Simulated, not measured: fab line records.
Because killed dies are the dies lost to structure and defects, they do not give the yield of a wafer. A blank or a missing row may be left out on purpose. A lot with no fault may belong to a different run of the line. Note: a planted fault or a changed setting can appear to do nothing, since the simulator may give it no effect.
Matching of chambers :: flow berkeley-cmos170 :: UCB170_GATE_ETCH_15 on rie-si-01: 4 sister chambers
The step etches poly-Si in HBr/Cl2, stops on SiO2, time 56.3 s, target depth 278.2 nm. 7 wafers are shown with their chamber, then 7 later ones without.

## WAFERS PAIRED WITH THEIR CHAMBERS
wafer: L135.4
chamber: 2
throttle-valve-pct (%): 26.31
drypump-motor-current-A (A): 5.6

wafer: L140.4
chamber: 2
throttle-valve-pct (%): 26.31
drypump-motor-current-A (A): 5.6

wafer: L141.6
chamber: 3
throttle-valve-pct (%): 26.36
drypump-motor-current-A (A): 5.8

wafer: L150.4
chamber: 1
throttle-valve-pct (%): 26.02
drypump-motor-current-A (A): 5.1

wafer: L150.6
chamber: 0
throttle-valve-pct (%): 26.67
drypump-motor-current-A (A): 5.7

wafer: L154.2
chamber: 0
throttle-valve-pct (%): 26.65
drypump-motor-current-A (A): 5.8

wafer: L154.4
chamber: 1
throttle-valve-pct (%): 26.02
drypump-motor-current-A (A): 5.1

## WAFERS WITHOUT THEIR CHAMBER
wafer: L154.5
throttle-valve-pct (%): 26.35
drypump-motor-current-A (A): 5.8

wafer: L157.1
throttle-valve-pct (%): 26.65
drypump-motor-current-A (A): 5.7

wafer: L157.2
throttle-valve-pct (%): 26.36
drypump-motor-current-A (A): 5.8

wafer: L157.3
throttle-valve-pct (%): 26.04
drypump-motor-current-A (A): 5.1

wafer: L156.1
throttle-valve-pct (%): 26.31
drypump-motor-current-A (A): 5.5

wafer: L156.3
throttle-valve-pct (%): 26.03
drypump-motor-current-A (A): 5.1

wafer: L156.4
throttle-valve-pct (%): 26.65
drypump-motor-current-A (A): 5.7

## WHICH CHAMBER EACH WENT THROUGH
wafer: L154.5
from the rows above: 3
in truth: 3

wafer: L157.1
from the rows above: 0
in truth: 0

wafer: L157.2
from the rows above: 3
in truth: 3

wafer: L157.3
from the rows above: 1
in truth: 1

wafer: L156.1
from the rows above: 2
in truth: 2

wafer: L156.3
from the rows above: 1
in truth: 1

wafer: L156.4
from the rows above: 0
in truth: 0
Placed correctly: 7 of 7. Left unplaced by these rows: 0. 0 placed wrongly.
How it was worked out, from the rows above alone: a wafer's distance from a chamber is the root of the sum, over the readings, of the square of ((its reading less the chamber's mean) divided by the reading's scatter). The wafer belongs to the nearest chamber; if the next one is less than 2 further off, it can't be placed. Each chamber's mean is taken over the wafers shown for it. The scatter is the square root of a quotient: the sum, over the shown wafers, of each reading's squared deviation from its chamber's mean, divided by wafers minus chambers.
